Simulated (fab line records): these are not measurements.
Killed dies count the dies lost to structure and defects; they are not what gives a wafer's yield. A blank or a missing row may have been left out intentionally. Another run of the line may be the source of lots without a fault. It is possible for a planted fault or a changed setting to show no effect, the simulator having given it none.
Tool commonality check ; flow berkeleyCmos170 ; Sample size 14 lots and 42 wafers

## THE REASON FOR OPENING IT
UCB170_SCREENOX_THK_MEAS_02, reading SCREENOX_OXIDE_THK: flagged on 2 of 14 lots. Wafers without a fault read 14.39 nm, standard deviation 0.27.
Rule: a lot gets a flag if all its wafers with a number sit over 4 standard deviations from that mean, or if no wafer of it has a number. The rest of the lots are taken to be sound.

lot;measured;on;SCREENOX_OXIDE_THK (nm), wafer by wafer;flag
L966;day 6 08:32;filmMetro-02;14.96 15.19 14.72;
L967;day 6 23:31;filmMetro-02;14.14 13.88 13.85;
L968;day 6 23:31;filmMetro-03;14.42 14.14 14.54;
L970;day 7 16:09;filmMetro-03;14.36 14.48 14.52;
L974;day 7 16:10;filmMetro-02;14.56 14.63 14.65;
L969;day 7 16:12;filmMetro-03;14.19 14.29 14.18;
L972;day 7 16:12;filmMetro-01;14.12 14.54 14.31;
L973;day 7 16:13;filmMetro-02;14.44 14.24 14.29;
L978;day 8 12:38;filmMetro-01;21.98 21.97 21.65;FLAGGED
L977;day 8 12:39;filmMetro-03;22.32 22.43 22.40;FLAGGED
L981;day 9 01:05;filmMetro-02;14.25 14.51 14.71;
L986;day 10 15:22;filmMetro-03;14.48 14.53 14.66;
L988;day 11 00:35;filmMetro-01;14.16 14.23 14.24;
L989;day 11 00:38;filmMetro-01;14.49 14.73 14.37;
The mean of the flagged lots' numbers is 22.12 nm, +7.73 nm from the usual (+29 standard deviations).

## LOT BY LOT: THE TOOL USED
Before the reading, the record contains 2 process steps out of a 331-step route. Each cell gives the tool, then ch followed by the chambers the sampled wafers passed through, then the start.
lot;flag;UCB170_ZERO_STRIP_07;UCB170_SCREENOX_OXIDATION_01
L966;;plasmaAsher-01 ch 0,1, day 1 22:55;furnace-04 ch 0, day 6 06:50
L967;;plasmaAsher-01 ch 0,1, day 2 07:17;furnace-01 ch 0, day 6 21:50
L968;;plasmaAsher-04 ch 0,1, day 2 07:05;furnace-01 ch 0, day 6 21:50
L970;;plasmaAsher-04 ch 0,1, day 2 19:06;furnace-04 ch 0, day 7 14:28
L974;;plasmaAsher-03 ch 0,1, day 3 10:07;furnace-04 ch 0, day 7 14:28
L969;;plasmaAsher-01 ch 0,1, day 2 18:53;furnace-04 ch 0, day 7 14:28
L972;;plasmaAsher-04 ch 0,1, day 3 09:50;furnace-04 ch 0, day 7 14:28
L973;;plasmaAsher-01 ch 0,1, day 3 09:35;furnace-04 ch 0, day 7 14:28
L978;FLAGGED;plasmaAsher-04 ch 0,1, day 4 10:05;furnace-04 ch 0, day 8 10:58
L977;FLAGGED;plasmaAsher-01 ch 0,1, day 4 03:34;furnace-04 ch 0, day 8 10:58
L981;;plasmaAsher-03 ch 0,1, day 4 22:10;furnace-02 ch 0, day 8 23:20
L986;;plasmaAsher-04 ch 0,1, day 6 06:03;furnace-02 ch 0, day 10 13:42
L988;;plasmaAsher-01 ch 0,1, day 6 12:52;furnace-02 ch 0, day 10 22:53
L989;;plasmaAsher-03 ch 0,1, day 6 17:27;furnace-02 ch 0, day 10 22:53
What the steps here do:
- UCB170_ZERO_STRIP_07: strips in O2.
- UCB170_SCREENOX_OXIDATION_01: target thk 14.4 nm, ox time 2400 s.
- UCB170_SCREENOX_THK_MEAS_02

## FLAGGED AGAINST TOTAL, ONE TOOL AT A TIME (gauges that did the reading follow at the end)
step;tool;lots run;flagged;share of the flagged lots;sound lots run after its first flagged lot
UCB170_ZERO_STRIP_07;plasmaAsher-01;6;1;some;1 (L988)
UCB170_ZERO_STRIP_07;plasmaAsher-03;3;0;none;-
UCB170_ZERO_STRIP_07;plasmaAsher-04;5;1;some;1 (L986)
UCB170_SCREENOX_OXIDATION_01;furnace-01;2;0;none;-
UCB170_SCREENOX_OXIDATION_01;furnace-02;4;0;none;-
UCB170_SCREENOX_OXIDATION_01;furnace-04;8;2;all;0
UCB170_SCREENOX_THK_MEAS_02;filmMetro-01;4;1;some;2 (L988,L989)
UCB170_SCREENOX_THK_MEAS_02;filmMetro-02;5;0;none;-
UCB170_SCREENOX_THK_MEAS_02;filmMetro-03;5;1;some;1 (L986)

## WHAT THE TABLE ALLOWS
In the table, 1 row covers all flagged lots: furnace-04 at UCB170_SCREENOX_OXIDATION_01.
- furnace-04 at UCB170_SCREENOX_OXIDATION_01 ran 8 lots, 2 of them flagged. It ran its last sound lot, L969, at day 7 14:28 and its first flagged lot, L977, at day 8 10:58: a fault with its onset between the two fits.
What remains is a single tool, furnace-04 at UCB170_SCREENOX_OXIDATION_01.

## WHAT HAD BEEN PUT IN BY THE SIMULATOR
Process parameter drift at UCB170_SCREENOX_OXIDATION_01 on furnace-04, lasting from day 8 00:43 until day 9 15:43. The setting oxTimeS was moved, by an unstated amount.
Shown lots that were struck: L978, L977. The rule given above showed the same thing.
